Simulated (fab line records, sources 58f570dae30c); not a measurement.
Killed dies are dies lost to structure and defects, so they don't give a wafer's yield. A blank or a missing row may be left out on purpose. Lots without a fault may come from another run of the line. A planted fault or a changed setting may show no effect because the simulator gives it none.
Problem report in the 8D (eight disciplines) form, filled by code | flow berkeley_cmos170 | the parts of the form that need people (team, actions taken, sign-off) are left out

1. THE PROBLEM
chamber_pressure_mTorr at UCB170_M2_METAL_ETCH_18 reads a mean of 14.407 mTorr on 6 wafers of 2 lots; wafers without a fault read 11.998 mTorr with a standard deviation of 0.011. That is +99 or more standard deviations from the usual mean.
The step: etches Al in Cl2/BCl3, stops on SiO2, target depth 1170 nm, time 195 s.
First seen on wafer L285.2, day 11 01:33, on rie_metal-03. The record holds 42 wafers of 14 lots with a number at this step. Rule for "out", or "out of limits": more than 4 standard deviations from the usual mean. The other wafers with a number count as sound.

2. WHAT IT IS AND WHAT IT IS NOT
question                    | is                     | is not
which readings at this step | chamber_pressure_mTorr | drypump_motor_current_A, throttle_valve_pct
which lots                  | L285, L286             | L268, L269, L270, L271, L272, L274, L275, L276, L288, L289, L290, L291
which wafers of those lots  | all that have a number | -
read on which tools         | rie_metal-03           | rie_metal-01, rie_metal-02
when                        | from day 11 01:33      | up to then (24 sound wafers); but 12 sound wafers of L288, L289, L290, L291 came after

3. SUSPECTS, AND WHAT RULES EACH OUT
Counting: a tool at a process step up to the reading stays a suspect if it ran every lot that is out and no sound lot after the first of them.
- rie_metal-03 at UCB170_M2_METAL_ETCH_18 (etches Al in Cl2/BCl3, stops on SiO2, target depth 1170 nm, time 195 s): kept. It ran every lot that is out, first L285 (day 11 01:33), and no sound lot after that; its last sound lot up to then is L274 (day 9 06:45). Its own readings are out on those wafers: chamber_pressure_mTorr.
Left after counting: rie_metal-03 at UCB170_M2_METAL_ETCH_18.

4. THE CAUSE (what the simulator had put in)
Process parameter drift: rie_metal-03, from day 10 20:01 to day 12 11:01, at UCB170_M2_METAL_ETCH_18. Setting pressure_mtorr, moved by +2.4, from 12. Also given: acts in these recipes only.
Counting left only this tool.

5. THE CHAIN OF EFFECTS, in route order
Each row: a reading whose mean over the struck wafers that have a number lies more than 3 standard deviations from the usual. Only readings for which the record gives a usual standard deviation are gone through. hours: the time from each lot's start at the first step in this table that gives one to its start at this step, as a median over the lots. sigmas: the change in usual standard deviations.
hours | step                    | reading                | usual        | on struck wafers | change | sigmas
0     | UCB170_M2_METAL_ETCH_18 | chamber_pressure_mTorr | 11.998 mTorr | 14.407           | +2.409 | +99 or more
The process steps in it:
- UCB170_M2_METAL_ETCH_18: etches Al in Cl2/BCl3, stops on SiO2, target depth 1170 nm, time 195 s.

6. WHAT WOULD HAVE CAUGHT IT SOONER
In this record the first reading out of limits was taken at day 11 01:33, 6 hours after the fault began at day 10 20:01.
